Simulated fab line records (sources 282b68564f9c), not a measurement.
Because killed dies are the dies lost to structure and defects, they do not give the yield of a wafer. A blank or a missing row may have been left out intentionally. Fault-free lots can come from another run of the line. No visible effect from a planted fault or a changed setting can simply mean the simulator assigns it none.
The same fault as seen by 2 desks | flow rit cmos | every desk sees just its own numbers, and what lay behind them comes last

## AT THE METROLOGY DESK
What the gauges read for every lot (on any tool): the sampled wafers with a number, averaged. Marked OUT: a lot whose mean sits more than 4 standard deviations from the usual mean, which makes it out of limits; the brackets give that distance.
Columns: A = cd nm at RIT_CONTACT_CD_MEAS_90, usual 999.2 nm; B = M1_AL_RS at RIT_M1_RS_MEAS_01, usual 0.0735 ohm/sq; C = M1_AL_THK at RIT_M1_THK_MEAS_02, usual 399 nm
lot  | first seen here | A      | B      | C
L525 | day 3 04:11     | 1000.3 | 0.0732 | 399
L532 | day 4 14:57     | 1001.1 | 0.0747 | 394
L535 | day 5 07:02     | 1000.5 | 0.0725 | 409
L537 | day 5 15:59     | 1001.8 | 0.0730 | 400
L541 | day 6 12:53     | 1002.1 | 0.0746 | 392
L542 | day 6 18:32     | 998.9  | 0.0734 | 398
L544 | day 7 02:39     | 996.1  | 0.0723 | 403
Result from this desk: across the 7 lots, nothing is out of limits.

## AT THE TOOL OWNER'S DESK: iline stepper-02
The tool's own readings at RIT_M1_EXPOSE_06 (exposes mask M12, target cd 2600 nm): means of the sampled wafers that have a number, for each lot that ran on this tool. Marked OUT: a lot whose mean sits more than 4 standard deviations from the usual mean, which makes it out of limits; the brackets give that distance.
Columns: A = focus offset nm at RIT_M1_EXPOSE_06, usual 0.0 nm; B = reticle temp C at RIT_M1_EXPOSE_06, usual 22.99 C
lot  | first seen here | A    | B
L532 | day 4 16:20     | 0.1  | 23.00
L541 | day 6 14:31     | 0.4  | 23.16
L542 | day 6 19:56     | -0.3 | 22.93
L544 | day 7 04:10     | 0.2  | 23.14
Result from this desk: across the 4 lots, nothing is out of limits.

## ALL TOGETHER
From the metrology desk's view, nothing was out of limits.
Nothing out of limits was seen by the tool owner's desk.

## WHAT HAD BEEN PUT IN BY THE SIMULATOR
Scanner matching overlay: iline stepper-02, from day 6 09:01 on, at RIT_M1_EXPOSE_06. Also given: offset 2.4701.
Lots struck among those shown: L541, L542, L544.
